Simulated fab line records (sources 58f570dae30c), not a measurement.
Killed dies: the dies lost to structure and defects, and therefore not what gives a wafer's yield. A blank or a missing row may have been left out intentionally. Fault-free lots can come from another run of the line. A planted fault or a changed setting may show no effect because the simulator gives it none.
fab line records	flow berkeley_cmos170	part 1 of 2: steps 1 to 29 of 42
record: lots: 5	wafers: 15	last_day: 12
route steps=331 shown M1@243 V1@254 M2@271
lots untouched by any fault: they come from a run of this same line in which no faults occurred
start_h: start of the lot's first displayed wafer, in hours after the record's first day	wait_h: hours from the lot's prior step to this one	" unchanged from the row above	L1.1+2: a row that stands for several wafers	- value missing, or start not given	* or withheld: withheld	< > ~ a bound
route shown NAME@n: NAME is a module with steps in the file, n the number in the route of the first one	usual: the fault-free wafers' mean and standard deviation	same: alike in all rows	chamber/n: place in a boat	sites: readings site by site	_std_site: how widely they spread, as a standard deviation	_edge_site: inner sites' mean taken away from outer sites' mean	radius_mm: for every site, how far away it sits from the centre of the wafer	mask NAME#n: copy n	behind: tool/chamber where the wafer was last shaped	hold: cause of the lot's hold/its duration in hours/its outcome	device: the n, p or np transistor that did not switch	end of line: the same wafers' tests at the end of the route	a step given without rows: its recipe and nothing more	killed: the dies lost at the first sort to structure and to defects; this is not the yield of the wafer	map: dies across one wafer; x = killed, . = not, _ = none there
set.NAME: the run value of the setting; set.NAME@STEP: its run value at that earlier step	model.NAME: the simulator's own value behind a step, which no gauge read
lots at some steps of the route; a table a step, a row a wafer
services: the hour from which a tool's chamber was out of use, counted from the record's first day as start_h (under 0 if before that day), plus the number of hours and why
== steps ==
step: UCB170_M1_SOFTBAKE_05
recipe: resist: KrF	temp_c: 130	time_s: 60
lot.wafer	tool	chamber	start_h	wait_h
L076.1+3+5	litho_track-04	0	-	-
L081.2+4+6	litho_track-02	0	-	-
L083.2+3+6	litho_track-02	0	-	-
L090.1+3+4	litho_track-03	0	-	-
L097.2+3+5	litho_track-03	0	-	-
step: UCB170_M1_EXPOSE_06
recipe: mask_id: METAL1	target_cd_nm: 700	na: 0.5	sigma_outer: 0.6	source_shape: conventional	dose_mj: 21
same: sigma_outer: 0.6
lot.wafer	tool	chamber	start_h	wait_h	mask
L076.1+3+5	krf_scanner-02	0	177.46	-	METAL1#0
L081.2+4+6	krf_scanner-02	0	199.76	-	METAL1#0
L083.2+3+6	krf_scanner-02	0	223.51	-	METAL1#0
L090.1+3+4	krf_scanner-02	0	242.42	-	METAL1#0
L097.2+3+5	krf_scanner-02	0	282.11	-	METAL1#0
step: UCB170_M1_PEB_07
recipe: peb_temp_c: 130	peb_time_s: withheld	resist: KrF
lot.wafer	tool	chamber	start_h	wait_h
L076.1+3+5	litho_track-04	0	177.61	0.1
L081.2+4+6	litho_track-02	0	199.88	0.1
L083.2+3+6	litho_track-03	0	223.63	0.1
L090.1+3+4	litho_track-03	0	242.87	0.4
L097.2+3+5	litho_track-02	0	282.23	0.1
step: UCB170_M1_DEVELOP_08
recipe: developer: TMAH	develop_time_s: 45	resist: KrF	dev_temp_c: 21
lot.wafer	tool	chamber	start_h	wait_h
L076.1+3+5	litho_track-04	0	-	-
L081.2+4+6	litho_track-02	0	-	-
L083.2+3+6	litho_track-03	0	-	-
L090.1+3+4	litho_track-03	0	-	-
L097.2+3+5	litho_track-02	0	-	-
step: UCB170_M1_CD_MEAS_09
recipe: target_cd_nm: 700
usual: cd_nm: 699.5/1.2
lot.wafer	tool	chamber	start_h	wait_h	cd_nm
L076.1	cd_sem-02	-	177.89	-	698.8
L076.3	"	-	"	"	699.6
L076.5	"	-	"	"	699.4
L081.2	cd_sem-01	-	200.15	-	703.4
L081.4	"	-	"	"	700.7
L081.6	"	-	"	"	699.9
L083.2	cd_sem-02	-	223.90	-	698.1
L083.3	"	-	"	"	701.2
L083.6	"	-	"	"	699.8
L090.1	cd_sem-01	-	243.14	-	697.4
L090.3	"	-	"	"	697.3
L090.4	"	-	"	"	698.4
L097.2	cd_sem-02	-	282.53	-	698.2
L097.3	"	-	"	"	699.9
L097.5	"	-	"	"	698.2
step: UCB170_M1_OVL_MEAS_10
usual: M1_OVL: 0/5.8
lot.wafer	tool	chamber	start_h	wait_h	M1_OVL[nm]
L076.1	overlay-02	-	178.01	0.1	1
L076.3	"	-	"	"	-1
L076.5	"	-	"	"	3
L081.2	overlay-02	-	200.26	0.1	8
L081.4	"	-	"	"	8
L081.6	"	-	"	"	2
L083.2	overlay-01	-	224.01	0.1	-9
L083.3	"	-	"	"	4
L083.6	"	-	"	"	-5
L090.1	overlay-01	-	243.26	0.1	2
L090.3	"	-	"	"	5
L090.4	"	-	"	"	-3
L097.2	overlay-01	-	282.64	0.1	2
L097.3	"	-	"	"	11
L097.5	"	-	"	"	7
step: UCB170_M1_ETCH_11
recipe: chemistry: N2/H2	target_depth_a: withheld	overetch_a: withheld	target: BARC	time_s: withheld	source_w: 500	bias_w: 100	pressure_mtorr: 30	n2_flow_sccm: 100	h2_flow_sccm: 200
usual: chamber_pressure_mTorr: 30.001/0.029	drypump_motor_current_A: 5.8/0.46	h2_flow_sccm: 200.0/0.56	oes_product_au: 0.990/0.02	throttle_valve_pct: 13.34/0.22
lot.wafer	tool	chamber	start_h	wait_h	chamber_pressure_mTorr	drypump_motor_current_A	h2_flow_sccm	oes_product_au	throttle_valve_pct
L076.1	rie_diel-02	2	178.04	0.0	30.036	5.7	200.8	0.989	13.28
L076.3	"	3	"	"	29.996	5.4	199.9	0.966	12.94
L076.5	"	0	"	"	30.045	6.0	200.4	1.015	13.54
L081.2	rie_diel-04	0	200.29	0.0	29.997	5.6	200.7	1.012	13.57
L081.4	"	1	"	"	29.973	6.5	199.5	0.991	13.23
L081.6	"	2	"	"	30.049	5.8	199.6	1.013	13.52
L083.2	rie_diel-04	2	224.04	0.0	29.975	5.8	199.5	1.006	13.52
L083.3	"	0	"	"	30.017	5.6	199.7	1.006	13.55
L083.6	"	0	"	"	29.958	5.6	199.7	1.013	13.54
L090.1	rie_diel-04	1	243.30	0.0	30.005	6.4	200.0	0.990	13.25
L090.3	"	2	"	"	30.008	5.8	200.7	1.006	13.52
L090.4	"	0	"	"	30.065	5.6	201.1	1.009	13.55
L097.2	rie_diel-04	0	282.67	0.0	30.046	5.6	200.4	1.021	13.56
L097.3	"	2	"	"	29.947	5.8	200.0	1.000	13.53
L097.5	"	3	"	"	30.042	5.9	199.7	0.954	13.57
step: UCB170_M1_METAL_ETCH_12
recipe: chemistry: Cl2/BCl3	target: Al	stop_on: PSG	pressure_mtorr: 12	target_depth_a: 7800	over_etch_frac: 0.3	time_s: 135.1	icp_w: 600	bias_w: 120	Cl2_flow_sccm: 90	bcl3_flow_sccm: 45
usual: chamber_pressure_mTorr: 11.999/0.011	drypump_motor_current_A: 6.1/0.44	oes_product_au: 0.853/0.014	throttle_valve_pct: 24.24/0.11
lot.wafer	tool	chamber	start_h	wait_h	chamber_pressure_mTorr	drypump_motor_current_A	oes_product_au	rf_hours_counter_h	throttle_valve_pct
L076.1	rie_metal-02	1	178.09	-	12.003	5.8	0.853	3	24.38
L076.3	"	1	"	"	11.998	5.8	0.850	-	24.39
L076.5	"	0	"	"	12.001	5.8	0.887	-	24.18
L081.2	rie_metal-02	0	200.33	-	11.992	5.9	0.881	2	24.17
L081.4	"	0	"	"	12.019	5.9	0.871	-	24.15
L081.6	"	1	"	"	11.988	5.8	0.848	-	24.38
L083.2	rie_metal-02	1	224.08	-	12.003	5.8	0.837	4	24.37
L083.3	"	0	"	"	12.014	5.9	0.864	-	24.17
L083.6	"	1	"	"	11.989	5.8	0.844	-	24.40
L090.1	rie_metal-03	0	243.34	-	12.003	6.4	0.842	6	24.05
L090.3	"	0	"	"	12.008	6.4	0.846	-	24.06
L090.4	"	1	"	"	11.996	5.5	0.868	-	24.25
L097.2	rie_metal-02	1	282.71	-	12.002	5.8	0.849	6	24.39
L097.3	"	1	"	"	11.978	5.8	0.844	-	24.38
L097.5	"	1	"	"	11.983	5.8	0.851	-	24.38
step: UCB170_M1_STRIP_13
recipe: chemistry: O2	power_w: 400	pressure_mtorr: 3500	platen_temp_c: withheld	o2_flow_sccm: 400	overash_fraction: 0.5
usual: chamber_pressure_mTorr: 3500/3.3	drypump_motor_current_A: 5.4/0.35	oes_product_au: 0.720/0.0046
lot.wafer	tool	chamber	start_h	wait_h	chamber_pressure_mTorr	drypump_motor_current_A	oes_product_au	rf_hours_counter_h
L076.1	plasma_asher-02	0	178.22	0.1	3501	5.2	0.713	46
L076.3	"	1	"	"	3501	5.6	0.724	-
L076.5	"	1	"	"	3502	5.6	0.724	-
L081.2	plasma_asher-02	0	200.46	0.1	3503	5.2	0.717	48
L081.4	"	0	"	"	3496	5.2	0.718	-
L081.6	"	0	"	"	3503	5.2	0.718	-
L083.2	plasma_asher-03	1	224.21	0.1	3502	5.0	0.726	44
L083.3	"	0	"	"	3502	4.8	0.724	-
L083.6	"	1	"	"	3499	4.9	0.716	-
L090.1	plasma_asher-01	0	243.47	0.1	3503	5.9	0.721	13
L090.3	"	1	"	"	3505	5.3	0.719	-
L090.4	"	0	"	"	3503	5.9	0.716	-
L097.2	plasma_asher-01	1	282.84	0.1	3505	5.3	0.715	20
L097.3	"	0	"	"	3500	5.9	0.722	-
L097.5	"	1	"	"	3500	5.3	0.717	-
step: UCB170_M1_CD_MEAS_90
recipe: target_cd_nm: 700
usual: cd_nm: 698.4/1.9
lot.wafer	tool	chamber	start_h	wait_h	cd_nm
L076.1	cd_sem-01	-	178.32	0.1	695.6
L076.3	"	-	"	"	699.2
L076.5	"	-	"	"	697.3
L081.2	cd_sem-01	-	200.58	0.1	703.8
L081.4	"	-	"	"	701.0
L081.6	"	-	"	"	701.3
L083.2	cd_sem-02	-	224.33	0.1	696.8
L083.3	"	-	"	"	698.8
L083.6	"	-	"	"	696.8
L090.1	cd_sem-02	-	243.57	0.1	693.5
L090.3	"	-	"	"	694.2
L090.4	"	-	"	"	696.2
L097.2	cd_sem-02	-	283.10	0.2	696.3
L097.3	"	-	"	"	696.7
L097.5	"	-	"	"	695.5
step: UCB170_M1_ANNEAL_14
recipe: temp_c: 400	time_s: 1200	ambient: forming_gas
lot.wafer	tool	chamber	start_h	wait_h
L076.1+3+5	furnace-03	0	178.44	0.1
L081.2+4+6	furnace-03	0	200.68	0.1
L083.2+3+6	furnace-03	0	224.43	0.1
L090.1+3+4	furnace-03	0	243.69	0.1
L097.2+3+5	furnace-03	0	283.20	0.1
step: UCB170_V1_CVD_00
recipe: material: SiO2	target_thk_nm: 2000	temp_c: 390	precursor: TEOS/O2	time_s: 250	rf_w: 550	pressure_mtorr: 9000
usual: heater_power_w: 237/48	pressure_mtorr: 8998/16
lot.wafer	tool	chamber	start_h	wait_h	heater_power_w	pressure_mtorr
L076.1	pecvd-03	0	179.77	0.0	271	9001
L076.3	"	1	"	"	252	8978
L076.5	"	1	"	"	336	9004
L081.2	pecvd-03	1	202.01	0.0	333	8992
L081.4	"	0	"	"	210	9013
L081.6	"	1	"	"	248	8981
L083.2	pecvd-03	0	225.77	0.0	278	8985
L083.3	"	2	"	"	165	8994
L083.6	"	2	"	"	228	9007
L090.1	pecvd-02	1	245.03	0.0	289	8999
L090.3	"	2	"	"	278	9021
L090.4	"	1	"	"	206	8990
L097.2	pecvd-02	0	284.54	0.0	237	8993
L097.3	"	1	"	"	258	9000
L097.5	"	1	"	"	205	9015
step: UCB170_V1_THK_MEAS_01
recipe: reads: SiO2_of_V1_CVD_00
usual: V1_TEOS_THK: 2006/22
lot.wafer	tool	chamber	start_h	wait_h	V1_TEOS_THK[nm]
L076.1	film_metro-02	-	179.93	0.1	1981
L076.3	"	-	"	"	2011
L076.5	"	-	"	"	2052
L081.2	film_metro-02	-	202.18	0.1	1997
L081.4	"	-	"	"	2029
L081.6	"	-	"	"	2047
L083.2	film_metro-04	-	225.93	0.1	1983
L083.3	"	-	"	"	2008
L083.6	"	-	"	"	2040
L090.1	film_metro-02	-	245.18	0.1	1987
L090.3	"	-	"	"	1970
L090.4	"	-	"	"	2013
L097.2	film_metro-04	-	284.70	0.1	1984
L097.3	"	-	"	"	2016
L097.5	"	-	"	"	2028
step: UCB170_V1_CMP_02
recipe: material: SiO2	down_force_psi: 6	platen_rpm: 60	pad_velocity_m_s: 0.75398
usual: motor_current_A: 15.9/1.9
lot.wafer	tool	chamber	start_h	wait_h	motor_current_A
L076.1	cmp-01	0	180.04	0.1	16.1
L076.3	"	2	"	"	19.4
L076.5	"	3	"	"	15.7
L081.2	cmp-01	2	202.23	0.0	18.6
L081.4	"	3	"	"	15.8
L081.6	"	2	"	"	19.1
L083.2	cmp-02	0	225.98	0.0	15.7
L083.3	"	1	"	"	16.9
L083.6	"	0	"	"	16.1
L090.3	cmp-01	0	245.24	0.0	16.5
L090.1	"	1	"	"	13.3
L090.4	"	3	"	"	15.1
L097.2	cmp-01	0	284.75	0.0	15.6
L097.3	"	1	"	"	13.0
L097.5	"	0	"	"	15.7
step: UCB170_V1_BOW_MEAS_03
recipe: mode: bow
usual: V1_BOW: 19/6.6
lot.wafer	tool	chamber	start_h	wait_h	V1_BOW[um]
L076.1	film_metro-03	-	180.29	0.2	19
L076.3	"	-	"	"	21
L076.5	"	-	"	"	21
L081.2	film_metro-04	-	202.55	0.3	11
L081.4	"	-	"	"	10
L081.6	"	-	"	"	21
L083.2	film_metro-04	-	226.30	0.3	19
L083.3	"	-	"	"	7
L083.6	"	-	"	"	14
L090.1	film_metro-04	-	245.54	0.2	7
L090.3	"	-	"	"	14
L090.4	"	-	"	"	16
L097.2	film_metro-04	-	285.07	0.3	15
L097.3	"	-	"	"	17
L097.5	"	-	"	"	21
step: UCB170_V1_THK_MEAS_04
recipe: reads: SiO2_of_V1_CVD_00
usual: V1_POLISHED_THK: 1000.0/1
lot.wafer	tool	chamber	start_h	wait_h	V1_POLISHED_THK[nm]
L076.1	film_metro-03	-	180.41	0.1	1001.0
L076.3	"	-	"	"	1000.4
L076.5	"	-	"	"	1000.7
L081.2	film_metro-04	-	202.66	0.1	1000.2
L081.4	"	-	"	"	1002.1
L081.6	"	-	"	"	1001.0
L083.2	film_metro-04	-	226.41	0.1	999.6
L083.3	"	-	"	"	999.9
L083.6	"	-	"	"	1000.6
L090.1	film_metro-04	-	245.66	0.1	999.3
L090.3	"	-	"	"	999.2
L090.4	"	-	"	"	998.9
L097.2	film_metro-04	-	285.18	0.1	999.5
L097.3	"	-	"	"	998.2
L097.5	"	-	"	"	999.5
step: UCB170_V1_CLEAN_05
recipe: chemistry: DIW
lot.wafer	tool	chamber	start_h	wait_h
L076.1+3+5	wet_bench-01	1	181.27	0.9
L081.2+4+6	wet_bench-01	0	202.71	0.0
L083.2+3+6	wet_bench-01	1	226.70	0.3
L090.1+3+4	wet_bench-04	3	247.50	1.8
L097.2+3+5	wet_bench-04	3	285.23	0.0
step: UCB170_V1_HMDS_06
recipe: prime_time_s: 60	prime_temp_c: 100
lot.wafer	tool	chamber	start_h	wait_h
L076.1+3+5	litho_track-01	0	181.65	0.0
L081.2+4+6	litho_track-04	0	202.91	0.0
L083.2+3+6	litho_track-01	0	226.90	0.0
L090.1+3+4	litho_track-03	0	248.04	0.3
L097.2+3+5	litho_track-04	0	285.43	0.0
step: UCB170_V1_COAT_07
recipe: resist: KrF	spin_rpm: 1500	resist_thk_nm: 906.5
lot.wafer	tool	chamber	start_h	wait_h
L076.1+3+5	litho_track-01	0	181.80	0.1
L081.2+4+6	litho_track-04	0	203.06	0.1
L083.2+3+6	litho_track-01	0	227.05	0.1
L090.1+3+4	litho_track-03	0	248.19	0.1
L097.2+3+5	litho_track-04	0	285.58	0.1
step: UCB170_V1_SOFTBAKE_08
recipe: resist: KrF	temp_c: 130	time_s: 60
lot.wafer	tool	chamber	start_h	wait_h
L076.1+3+5	litho_track-01	0	181.95	0.1
L081.2+4+6	litho_track-04	0	203.21	0.1
L083.2+3+6	litho_track-01	0	227.20	0.1
L090.1+3+4	litho_track-03	0	248.34	0.1
L097.2+3+5	litho_track-04	0	285.73	0.1
step: UCB170_V1_EXPOSE_09
recipe: mask_id: VIA1	target_cd_nm: 700	na: 0.5	sigma_outer: 0.6	source_shape: conventional	dose_mj: 37
same: sigma_outer: 0.6
lot.wafer	tool	chamber	start_h	wait_h	mask
L076.1+3+5	krf_scanner-01	0	182.23	0.2	VIA1#0
L081.2+4+6	krf_scanner-02	0	203.48	0.2	VIA1#0
L083.2+3+6	krf_scanner-02	0	227.47	0.2	VIA1#0
L090.1+3+4	krf_scanner-02	0	248.62	0.2	VIA1#0
L097.2+3+5	krf_scanner-02	0	286.00	0.2	VIA1#0
step: UCB170_V1_PEB_10
recipe: peb_temp_c: 130	peb_time_s: withheld	resist: KrF
lot.wafer	tool	chamber	start_h	wait_h
L076.1+3+5	litho_track-04	0	182.35	0.1
L081.2+4+6	litho_track-03	0	203.60	0.1
L083.2+3+6	litho_track-03	0	227.63	0.1
L090.1+3+4	litho_track-01	0	249.01	0.4
L097.2+3+5	litho_track-01	0	286.12	0.1
step: UCB170_V1_DEVELOP_11
recipe: developer: TMAH	develop_time_s: 45	resist: KrF	dev_temp_c: 21
lot.wafer	tool	chamber	start_h	wait_h
L076.1+3+5	litho_track-04	0	-	-
L081.2+4+6	litho_track-03	0	-	-
L083.2+3+6	litho_track-03	0	-	-
L090.1+3+4	litho_track-01	0	-	-
L097.2+3+5	litho_track-01	0	-	-
step: UCB170_V1_CD_MEAS_12
recipe: target_cd_nm: 700
usual: cd_nm: 699.4/1.4
lot.wafer	tool	chamber	start_h	wait_h	cd_nm
L076.1	cd_sem-02	-	182.62	-	698.5
L076.3	"	-	"	"	699.3
L076.5	"	-	"	"	698.5
L081.2	cd_sem-01	-	203.87	-	699.6
L081.4	"	-	"	"	699.6
L081.6	"	-	"	"	698.8
L083.2	cd_sem-02	-	227.90	-	700.5
L083.3	"	-	"	"	701.2
L083.6	"	-	"	"	702.6
L090.1	cd_sem-02	-	249.28	-	702.2
L090.3	"	-	"	"	701.4
L090.4	"	-	"	"	700.9
L097.2	cd_sem-02	-	286.39	-	697.1
L097.3	"	-	"	"	696.1
L097.5	"	-	"	"	696.0
step: UCB170_V1_OVL_MEAS_13
usual: V1_OVL: -5/4.9
lot.wafer	tool	chamber	start_h	wait_h	V1_OVL[nm]
L076.1	overlay-02	-	182.74	0.1	8
L076.3	"	-	"	"	6
L076.5	"	-	"	"	7
L081.2	overlay-01	-	203.98	0.1	-12
L081.4	"	-	"	"	-9
L081.6	"	-	"	"	-9
L083.2	overlay-02	-	228.01	0.1	-10
L083.3	"	-	"	"	-16
L083.6	"	-	"	"	-9
L090.1	overlay-01	-	249.40	0.1	-2
L090.3	"	-	"	"	-1
L090.4	"	-	"	"	-4
L097.2	overlay-01	-	286.50	0.1	-4
L097.3	"	-	"	"	-5
L097.5	"	-	"	"	-5
step: UCB170_V1_ETCH_14
recipe: chemistry: CHF3/CF4/Ar	target: SiO2	stop_on: Al	CHF3_flow_sccm: 45	cf4_flow_sccm: 15	Ar_flow_sccm: 150	pressure_mtorr: 200	rf_w: 700	target_depth_a: 12500	over_etch_frac: 0.25	time_s: 291
usual: chamber_pressure_mTorr: 200.01/0.18	drypump_motor_current_A: 5.8/0.39	oes_product_au: 0.871/0.014	throttle_valve_pct: 6.93/0.13
lot.wafer	tool	chamber	start_h	wait_h	chamber_pressure_mTorr	drypump_motor_current_A	oes_product_au	rf_hours_counter_h	throttle_valve_pct
L076.1	rie_diel-03	1	182.78	0.0	199.95	6.2	0.889	77	7.00
L076.3	"	0	"	"	199.98	5.9	0.885	9	6.88
L076.5	"	2	"	"	200.11	5.5	0.878	-	6.92
L081.2	rie_diel-02	2	204.01	0.0	199.85	5.7	0.863	101	6.98
L081.4	"	1	"	"	199.82	5.8	0.872	75	6.77
L081.6	"	1	"	"	199.73	5.8	0.870	-	6.77
L083.2	rie_diel-01	0	228.04	0.0	200.12	6.6	0.869	3	7.02
L083.3	"	3	"	"	199.81	4.8	0.867	70	7.16
L083.6	"	2	"	"	199.77	6.5	0.860	-	7.03
L090.1	rie_diel-03	0	249.44	0.0	199.88	5.9	0.873	13	6.88
L090.3	"	3	"	"	199.96	6.0	0.869	3	6.84
L090.4	"	0	"	"	200.44	5.9	0.887	-	6.87
L097.2	rie_diel-02	2	286.53	0.0	199.75	5.7	0.866	105	7.01
L097.3	"	0	"	"	200.12	6.1	0.891	6	7.08
L097.5	"	2	"	"	199.80	5.7	0.861	-	6.99
step: UCB170_V1_STRIP_15
recipe: chemistry: O2	power_w: 400	pressure_mtorr: 3500	platen_temp_c: withheld	o2_flow_sccm: 400	overash_fraction: 0.5
usual: chamber_pressure_mTorr: 3500/3.4	drypump_motor_current_A: 5.2/0.35	oes_product_au: 0.722/0.0047	strip_time_to_endpoint_s: 15.47/0.092
lot.wafer	tool	chamber	start_h	wait_h	chamber_pressure_mTorr	drypump_motor_current_A	oes_product_au	rf_hours_counter_h	strip_time_to_endpoint_s
L076.1	plasma_asher-03	1	182.96	0.1	3504	5.0	0.726	40	15.39
L076.3	"	1	"	"	3500	5.0	0.719	-	15.41
L076.5	"	0	"	"	3501	4.9	0.728	-	15.34
L081.2	plasma_asher-03	0	204.19	0.1	3499	4.8	0.722	42	15.41
L081.4	"	1	"	"	3500	4.9	0.724	-	15.39
L081.6	"	0	"	"	3503	4.9	0.720	-	15.45
L083.2	plasma_asher-04	1	228.22	0.1	3504	4.7	0.726	50	15.44
L083.3	"	1	"	"	3503	4.7	0.717	-	15.40
L083.6	"	0	"	"	3503	5.7	0.719	-	15.40
L090.1	plasma_asher-03	1	249.62	0.1	3498	5.0	0.728	48	15.58
L090.3	"	1	"	"	3500	5.0	0.727	-	15.59
L090.4	"	0	"	"	3502	4.9	0.723	-	15.48
L097.2	plasma_asher-04	0	286.71	0.1	3503	5.7	0.725	59	15.25
L097.3	"	1	"	"	3498	4.7	0.720	-	15.29
L097.5	"	0	"	"	3503	5.7	0.727	-	15.29
step: UCB170_V1_CD_MEAS_90
recipe: target_cd_nm: 700
usual: cd_nm: 699.4/1.5
lot.wafer	tool	chamber	start_h	wait_h	cd_nm
L076.1	cd_sem-01	-	183.06	0.1	698.1
L076.3	"	-	"	"	698.8
L076.5	"	-	"	"	697.8
L081.2	cd_sem-02	-	204.31	0.1	699.5
L081.4	"	-	"	"	699.1
L081.6	"	-	"	"	698.4
L083.2	cd_sem-02	-	228.34	0.1	700.4
L083.3	"	-	"	"	701.4
L083.6	"	-	"	"	702.0
L090.1	cd_sem-02	-	249.72	0.1	701.7
L090.3	"	-	"	"	701.3
L090.4	"	-	"	"	700.6
L097.2	cd_sem-02	-	286.83	0.1	697.6
L097.3	"	-	"	"	695.6
L097.5	"	-	"	"	696.6
step: UCB170_M2_PRE_CLEAN_00
recipe: gas: Ar	preclean_etch_time_s: 60
lot.wafer	tool	chamber	start_h	wait_h
L076.1+3+5	pvd_sputter-04	-	183.18	0.1
L081.2+4+6	pvd_sputter-01	-	204.41	0.1
L083.2+3+6	pvd_sputter-01	-	228.44	0.1
L090.1+3+4	pvd_sputter-02	-	249.84	0.1
L097.2+3+5	pvd_sputter-01	-	286.93	0.1
